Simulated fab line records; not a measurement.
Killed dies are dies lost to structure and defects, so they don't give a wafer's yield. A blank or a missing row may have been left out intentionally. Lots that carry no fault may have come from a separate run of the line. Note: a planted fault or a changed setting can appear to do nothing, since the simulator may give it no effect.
Problem report in the 8D (eight disciplines) form, filled by code    flow berkeleyCmos170    the parts of the form that need people (team, actions taken, sign-off) are left out

## 1. WHAT WENT WRONG
Wafers without a fault read 0.735 a.u., standard deviation 0.0042; oesProductAu at UCB170_PVT_STRIP_08 reads a mean of 0.812 a.u. on 6 wafers belonging to 2 lots. Relative to the usual mean, that is a shift of +18 standard deviations.
The step: strips in O2.
First observed at day 9 12:38: wafer L689.1, on plasmaAsher-04. The record has a number at this step for 42 wafers belonging to 14 lots. By rule, "out" or "out of limits" means more than 4 standard deviations away from the usual mean. Any other wafer with a number is counted as sound.

## 2. WHAT IT IS; WHAT IT IS NOT
question                     is                      is not
which readings at this step  oesProductAu            drypumpMotorCurrentA, stripTimeToEndpointS
which lots                   L689, L690              L675, L677, L679, L680, L681, L682, L683, L685, L688, L694, L695, L696
which wafers of those lots   all that have a number  -
read on which tools          plasmaAsher-04          plasmaAsher-01, plasmaAsher-02
when                         from day 9 12:38        up to then (27 sound wafers); but 9 sound wafers of L694, L695, L696 came after

## 3. SUSPECTS, AND WHAT RULES EACH OUT
Counting: a tool stays on the suspect list if, at a process step up to the reading, it processed all lots that are out and no sound lot following the first of them.
- plasmaAsher-04 at UCB170_PVT_STRIP_08 (strips in O2): kept. Every lot that is out went through it, starting with L689 (day 9 12:38), and after that it ran no sound lot; the last sound lot it ran before then is L685 (day 8 13:26). Its own oesProductAu readings are out on those wafers.
Left after counting: plasmaAsher-04 at UCB170_PVT_STRIP_08.

## 4. THE CAUSE (what the simulator had put in)
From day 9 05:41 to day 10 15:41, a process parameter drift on plasmaAsher-04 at UCB170_PVT_STRIP_08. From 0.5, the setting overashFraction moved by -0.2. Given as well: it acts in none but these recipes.
Only this tool survived the counting.

## 5. THE EFFECT CHAIN, in route order
One row per reading whose mean, taken over the struck wafers that have a number, lies over 3 standard deviations from the usual. Only readings whose record carries a usual standard deviation are examined. hours: median over the lots of the time between each lot's start at the first step of this table that gives one and its start at this step. sigmas: the change, counted in usual standard deviations.
hours  step                 reading       usual       on struck wafers  change  sigmas
0      UCB170_PVT_STRIP_08  oesProductAu  0.735 a.u.  0.812             +0.077  +18
Its process steps:
- UCB170_PVT_STRIP_08: strips in O2.

## 6. HOW IT WOULD HAVE BEEN CAUGHT EARLIER
In this record the first reading out of limits was taken at day 9 12:38, 7 hours after the fault began at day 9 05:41.
